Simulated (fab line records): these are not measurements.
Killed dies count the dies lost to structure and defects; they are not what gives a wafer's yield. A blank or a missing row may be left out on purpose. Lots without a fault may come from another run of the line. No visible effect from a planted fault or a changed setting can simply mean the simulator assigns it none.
Which tool was responsible? / flow rit_cmos / Sampling: 14 lots, 42 wafers, 3 of 202 route steps

== WHAT THE GAUGES READ, wafer by wafer ==
RIT_PSD_TW_MEAS_10. Usual: PSD_TW 3437, standard deviation 24.
lot=L764; measured=day 3 04:43; on=film_metro-02; PSD_TW=3424 3431 3421; flag=
lot=L765; measured=day 3 07:34; on=film_metro-04; PSD_TW=3447 3457 3443; flag=
lot=L766; measured=day 3 12:23; on=film_metro-03; PSD_TW=3452 3465 3455; flag=
lot=L767; measured=day 3 20:14; on=film_metro-03; PSD_TW=3435 3457 3457; flag=
lot=L768; measured=day 3 22:43; on=film_metro-02; PSD_TW=3420 3408 3430; flag=
lot=L769; measured=day 4 09:25; on=film_metro-04; PSD_TW=3429 3435 3439; flag=
lot=L770; measured=day 4 11:08; on=film_metro-03; PSD_TW=3429 3415 3433; flag=
lot=L773; measured=day 5 03:11; on=film_metro-03; PSD_TW=3458 3452 3455; flag=
lot=L775; measured=day 5 13:18; on=film_metro-03; PSD_TW=3732 3722 3736 3714 3725 3708; flag=OFF
lot=L776; measured=day 5 19:42; on=film_metro-02; PSD_TW=3670 3674 3683 3669 3666 3662; flag=OFF
lot=L780; measured=day 6 09:43; on=film_metro-02; PSD_TW=3392 3415 3396; flag=
lot=L782; measured=day 6 21:34; on=film_metro-03; PSD_TW=3445 3453 3446; flag=
lot=L783; measured=day 7 05:20; on=film_metro-02; PSD_TW=3398 3407 3424; flag=
lot=L786; measured=day 7 17:32; on=film_metro-02; PSD_TW=3403 3421 3420; flag=

RIT_SDANNEAL_RS_MEAS_04: measures by four-point-probe. Usual: PSD_RS 116.1 ohm/sq, standard deviation 0.3.
lot=L764; measured=day 3 05:14; on=film_metro-03; PSD_RS (ohm/sq)=116.4 116.2 115.8; flag=
lot=L765; measured=day 3 08:05; on=film_metro-03; PSD_RS (ohm/sq)=116.4 116.1 116.2; flag=
lot=L766; measured=day 3 12:56; on=film_metro-02; PSD_RS (ohm/sq)=115.3 115.5 115.9; flag=
lot=L767; measured=day 3 20:46; on=film_metro-02; PSD_RS (ohm/sq)=116.1 116.0 116.0; flag=
lot=L768; measured=day 3 23:16; on=film_metro-04; PSD_RS (ohm/sq)=116.0 115.9 116.3; flag=
lot=L769; measured=day 4 09:54; on=film_metro-04; PSD_RS (ohm/sq)=116.0 116.3 116.3; flag=
lot=L770; measured=day 4 11:38; on=film_metro-02; PSD_RS (ohm/sq)=115.4 115.8 115.8; flag=
lot=L773; measured=day 5 03:41; on=film_metro-03; PSD_RS (ohm/sq)=116.5 116.5 116.5; flag=
lot=L775; measured=day 5 15:25; on=film_metro-02; PSD_RS (ohm/sq)=98.5 98.4 98.7 98.8 98.5 98.9; flag=OFF
lot=L776; measured=day 6 02:26; on=film_metro-04; PSD_RS (ohm/sq)=99.2 99.3 99.1 99.0 99.0 99.2; flag=OFF
lot=L780; measured=day 6 10:18; on=film_metro-04; PSD_RS (ohm/sq)=115.8 116.0 116.0; flag=
lot=L782; measured=day 6 22:05; on=film_metro-04; PSD_RS (ohm/sq)=116.3 115.9 116.0; flag=
lot=L783; measured=day 7 05:50; on=film_metro-02; PSD_RS (ohm/sq)=116.3 115.8 116.3; flag=
lot=L786; measured=day 7 18:04; on=film_metro-03; PSD_RS (ohm/sq)=116.0 115.7 116.0; flag=

== WHAT TOOL EACH LOT RAN ON (gives the tool, then ch and the chambers of the sampled wafers, and finally the start) ==
lot=L764; RIT_PSD_IMPLANT_08=implanter-04 ch 0, day 3 04:24
lot=L765; RIT_PSD_IMPLANT_08=implanter-04 ch 0, day 3 07:14
lot=L766; RIT_PSD_IMPLANT_08=implanter-03 ch 0, day 3 12:04
lot=L767; RIT_PSD_IMPLANT_08=implanter-01 ch 0, day 3 19:57
lot=L768; RIT_PSD_IMPLANT_08=implanter-01 ch 0, day 3 22:25
lot=L769; RIT_PSD_IMPLANT_08=implanter-01 ch 0, day 4 09:05
lot=L770; RIT_PSD_IMPLANT_08=implanter-01 ch 0, day 4 10:49
lot=L773; RIT_PSD_IMPLANT_08=implanter-04 ch 0, day 5 02:53
lot=L775; RIT_PSD_IMPLANT_08=implanter-04 ch 0, day 5 12:58
lot=L776; RIT_PSD_IMPLANT_08=implanter-04 ch 0, day 5 19:23
lot=L780; RIT_PSD_IMPLANT_08=implanter-03 ch 0, day 6 09:26
lot=L782; RIT_PSD_IMPLANT_08=implanter-01 ch 0, day 6 21:15
lot=L783; RIT_PSD_IMPLANT_08=implanter-03 ch 0, day 7 05:01
lot=L786; RIT_PSD_IMPLANT_08=implanter-03 ch 0, day 7 17:14
- RIT_PSD_IMPLANT_08

== AS READ BY THE TOOLS THEMSELVES (means over the sampled wafers that have a number; for cases with no such wafer, the mark the record gives instead) ==
RIT_PSD_IMPLANT_08. Usual: 27.000 for beam_energy_keV, sd 0.0095.
lot=L764 tool=implanter-04 beam_energy_keV=26.993 flag=
lot=L765 tool=implanter-04 beam_energy_keV=27.001 flag=
lot=L766 tool=implanter-03 beam_energy_keV=27.008 flag=
lot=L767 tool=implanter-01 beam_energy_keV=26.999 flag=
lot=L768 tool=implanter-01 beam_energy_keV=27.010 flag=
lot=L769 tool=implanter-01 beam_energy_keV=26.986 flag=
lot=L770 tool=implanter-01 beam_energy_keV=27.022 flag=
lot=L773 tool=implanter-04 beam_energy_keV=27.009 flag=
lot=L775 tool=implanter-04 beam_energy_keV=36.452 flag=OFF
lot=L776 tool=implanter-04 beam_energy_keV=36.446 flag=OFF
lot=L780 tool=implanter-03 beam_energy_keV=26.995 flag=
lot=L782 tool=implanter-01 beam_energy_keV=26.990 flag=
lot=L783 tool=implanter-03 beam_energy_keV=26.995 flag=
lot=L786 tool=implanter-03 beam_energy_keV=27.012 flag=

== THE ANSWER, worked out from the rows above alone ==
Rule: a lot is off if the mean of its wafers that have a number lies more than 3 standard deviations from the usual mean. Also off: a lot with no number at a reading for which 4 or more lots have one. Where the step has rows for the other lots, those lots are counted as sound. The gauges are gone through in route order, then the tools' own readings, and for those a lot's mean is taken as printed above. At the first step where some lot is off, the reading lying furthest off is the one used; lots without a number count as furthest.
Off: L775, L776, seen at RIT_PSD_TW_MEAS_10 (PSD_TW).
A tool fits if, at a process step before that reading, it ran every lot that is off, and no sound lot after the first of them. Not tried: the gauges at RIT_PSD_TW_MEAS_10; whatever is off there is also off at RIT_PSD_IMPLANT_08, on other tools, and gauge error can't account for it. One fits: RIT_PSD_IMPLANT_08 on implanter-04. Its last sound lot is L773 (day 5 02:53), its first lot that is off L775 (day 5 12:58): a fault that began between those two fits.
On the lots that are off, the tool's own readings at RIT_PSD_IMPLANT_08 differ by more than 5 times the standard deviation of the sound lots' means, which bears it out; beam_energy_keV reads 36.449 there versus 27.002 on the sound lots.

== WHAT THE SIMULATOR PUT IN ==
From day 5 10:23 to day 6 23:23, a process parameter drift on implanter-04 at RIT_PSD_IMPLANT_08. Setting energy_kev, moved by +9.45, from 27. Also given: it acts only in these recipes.
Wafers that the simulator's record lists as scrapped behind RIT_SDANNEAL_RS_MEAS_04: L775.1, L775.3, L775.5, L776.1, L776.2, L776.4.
Shown lots that were struck: L775, L776. Same finding as the rule above.
